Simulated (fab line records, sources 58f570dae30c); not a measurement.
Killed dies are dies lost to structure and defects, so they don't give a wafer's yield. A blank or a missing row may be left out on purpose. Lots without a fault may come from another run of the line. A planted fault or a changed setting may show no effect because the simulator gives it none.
Tool commonality check | flow berkeley_cmos170 | 13 lots, 39 wafers sampled

WHY IT WAS OPENED
At UCB170_FIELD_THK_MEAS_02 the reading FIELD_OXIDE_THK is flagged on 2 of 13 lots. Wafers without a fault read 561 nm, standard deviation 11.
Rule: a lot is flagged when every wafer of it that has a number lies more than 4 standard deviations from that mean, or none has a number. The other lots count as sound.

lot  | measured    | on            | FIELD_OXIDE_THK (nm), wafer by wafer | flag
L807 | day 5 10:01 | film_metro-04 | 561 571 567                          |
L806 | day 5 10:02 | film_metro-01 | 563 562 561                          |
L809 | day 6 03:29 | film_metro-01 | 559 559 559                          |
L810 | day 6 03:30 | film_metro-04 | 550 548 545                          |
L812 | day 7 02:49 | film_metro-01 | 564 562 571                          |
L813 | day 7 11:01 | film_metro-04 | 635 648 647                          | FLAGGED
L814 | day 7 11:02 | film_metro-01 | 649 633 634                          | FLAGGED
L821 | day 8 18:19 | film_metro-01 | 557 559 557                          |
L820 | day 8 18:19 | film_metro-02 | 570 579 569                          |
L822 | day 8 18:19 | film_metro-04 | 551 558 556                          |
L823 | day 9 04:44 | film_metro-04 | 562 558 564                          |
L824 | day 9 04:44 | film_metro-02 | 539 539 536                          |
L829 | day 9 23:02 | film_metro-04 | 561 573 570                          |
The numbers of the flagged lots are 641 nm on average: +80 nm against the usual, or +7 standard deviations.

WHICH TOOL RAN EACH LOT
The record holds 1 process step before the reading, out of a route of 331 steps. In each cell: the tool, then ch and the chambers that the sampled wafers went through, then the start.
lot  | flag    | UCB170_FIELD_OXIDATION_01
L807 |         | furnace-04 ch 0, day 5 06:58
L806 |         | furnace-04 ch 0, day 5 06:58
L809 |         | furnace-02 ch 0, day 6 00:29
L810 |         | furnace-02 ch 0, day 6 00:29
L812 |         | furnace-04 ch 0, day 6 23:49
L813 | FLAGGED | furnace-02 ch 0, day 7 08:01
L814 | FLAGGED | furnace-02 ch 0, day 7 08:01
L821 |         | furnace-04 ch 0, day 8 15:19
L820 |         | furnace-04 ch 0, day 8 15:19
L822 |         | furnace-04 ch 0, day 8 15:19
L823 |         | furnace-01 ch 0, day 9 01:44
L824 |         | furnace-01 ch 0, day 9 01:44
L829 |         | furnace-04 ch 0, day 9 19:58
What these steps do:
- UCB170_FIELD_OXIDATION_01: target thk 558.3 nm, ox time 7200 s.
- UCB170_FIELD_THK_MEAS_02

FLAGGED OVER TOTAL, TOOL BY TOOL (the gauges that took the reading come last)
step                      | tool          | lots run | flagged | share of the flagged lots | sound lots run after its first flagged lot
UCB170_FIELD_OXIDATION_01 | furnace-01    | 2        | 0       | none                      | -
UCB170_FIELD_OXIDATION_01 | furnace-02    | 4        | 2       | all                       | 0
UCB170_FIELD_OXIDATION_01 | furnace-04    | 7        | 0       | none                      | -
UCB170_FIELD_THK_MEAS_02  | film_metro-01 | 5        | 1       | some                      | 1 (L821)
UCB170_FIELD_THK_MEAS_02  | film_metro-02 | 2        | 0       | none                      | -
UCB170_FIELD_THK_MEAS_02  | film_metro-04 | 6        | 1       | some                      | 3 (L822,L823,L829)

WHAT THE TABLE ALLOWS
1 row of the table ran every flagged lot: furnace-02 at UCB170_FIELD_OXIDATION_01.
- furnace-02 at UCB170_FIELD_OXIDATION_01: 2 of its 4 lots flagged. Its last sound lot is L809 (day 6 00:29), its first flagged lot L813 (day 7 08:01): a fault that began between those two fits.
One tool is left: furnace-02 at UCB170_FIELD_OXIDATION_01.

WHAT THE SIMULATOR HAD PUT IN
Process parameter drift: furnace-02, from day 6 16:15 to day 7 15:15, at UCB170_FIELD_OXIDATION_01. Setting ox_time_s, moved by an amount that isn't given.
Lots struck among those shown: L813, L814. The rule above found the same.
